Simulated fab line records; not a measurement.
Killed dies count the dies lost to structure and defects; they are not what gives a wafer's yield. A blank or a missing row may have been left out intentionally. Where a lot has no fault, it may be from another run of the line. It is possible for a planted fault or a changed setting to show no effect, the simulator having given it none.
Code-filled problem report in 8D (eight disciplines) form :: flow berkeleyCmos170 :: the parts of the form that need people (team, actions taken, sign-off) are left out

1. WHAT WENT WRONG
WELLDRIVE_OXIDE_THK at UCB170_WELLDRIVE_THK_MEAS_02 reads a mean of 174.2 nm on 3 wafers of 1 lot; wafers without a fault read 194.7 nm with a standard deviation of 2.8. Relative to the usual mean, that is a shift of -7.3 standard deviations.
Earliest sighting: wafer L232.3 on filmMetro-04 at day 4 16:06. The record holds 39 wafers of 13 lots with a number at this step. The rule behind "out" and "out of limits": a value lying over 4 standard deviations away from the usual mean. The other wafers with a number count as sound.

2. WHAT THIS IS AND IS NOT
question: which readings at this step
is: WELLDRIVE_OXIDE_THK
is not: -

question: which lots
is: L232
is not: L227, L228, L229, L230, L240, L243, L245, L246, L247, L248, L249, L250

question: which wafers of those lots
is: all that have a number
is not: -

question: read on which gauges
is: filmMetro-04
is not: filmMetro-02, filmMetro-03

question: when
is: from day 4 16:06
is not: up to then (12 sound wafers); but 24 sound wafers of L240, L243, L245, L246, L247, L248, L249, L250 came after

3. SUSPECTS, AND WHAT RULES EACH OUT
Counting: a tool at any process step up to the reading remains a suspect when it ran all the lots that are out and ran no sound lot after the first of those.
- the gauge at UCB170_WELLDRIVE_THK_MEAS_02: kept. All the wafers that are out were read on filmMetro-04, and no step on other tools shows them out.
- furnace-01 at UCB170_WELLDRIVE_OXIDATION_01 (target thk 199 nm, ox time 8701 s): ruled out as a lasting fault. Sound lots L245, L246, L250 ran on it after its first lot that is out, L232 (day 4 12:33).
After counting, what remains is filmMetro-04 at UCB170_WELLDRIVE_THK_MEAS_02.

4. THE CAUSE (what the simulator had put in)
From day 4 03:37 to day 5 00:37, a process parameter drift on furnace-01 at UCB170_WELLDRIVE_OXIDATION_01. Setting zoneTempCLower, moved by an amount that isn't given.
The count ruled it out by mistake, since the rule takes a fault to strike every lot its tool runs from the start of the fault on, and this one did not do so.

5. THE EFFECT CHAIN, in route order
One row per reading whose mean, taken over the struck wafers that have a number, lies over 3 standard deviations from the usual. Scope: only readings with a usual standard deviation given in the record; hours: median across lots of the time from each lot's start at the first step in this table that gives one to its start at this step; sigmas: change in usual standard deviations.
hours: 0
step: UCB170_WELLDRIVE_THK_MEAS_02
reading: WELLDRIVE_OXIDE_THK
usual: 194.7 nm
on struck wafers: 174.2
change: -20.5
sigmas: -7.3

6. HOW IT WOULD HAVE BEEN CAUGHT EARLIER
Counted from the fault's start at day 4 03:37, it took 12 hours until the first out-of-limits reading at a measuring or inspecting step in this record, taken at day 4 16:06.
Of the tool readings at UCB170_WELLDRIVE_OXIDATION_01 for which the record gives a usual standard deviation, none was out on any struck wafer, so an alarm limit of 4 standard deviations on them would not have fired.
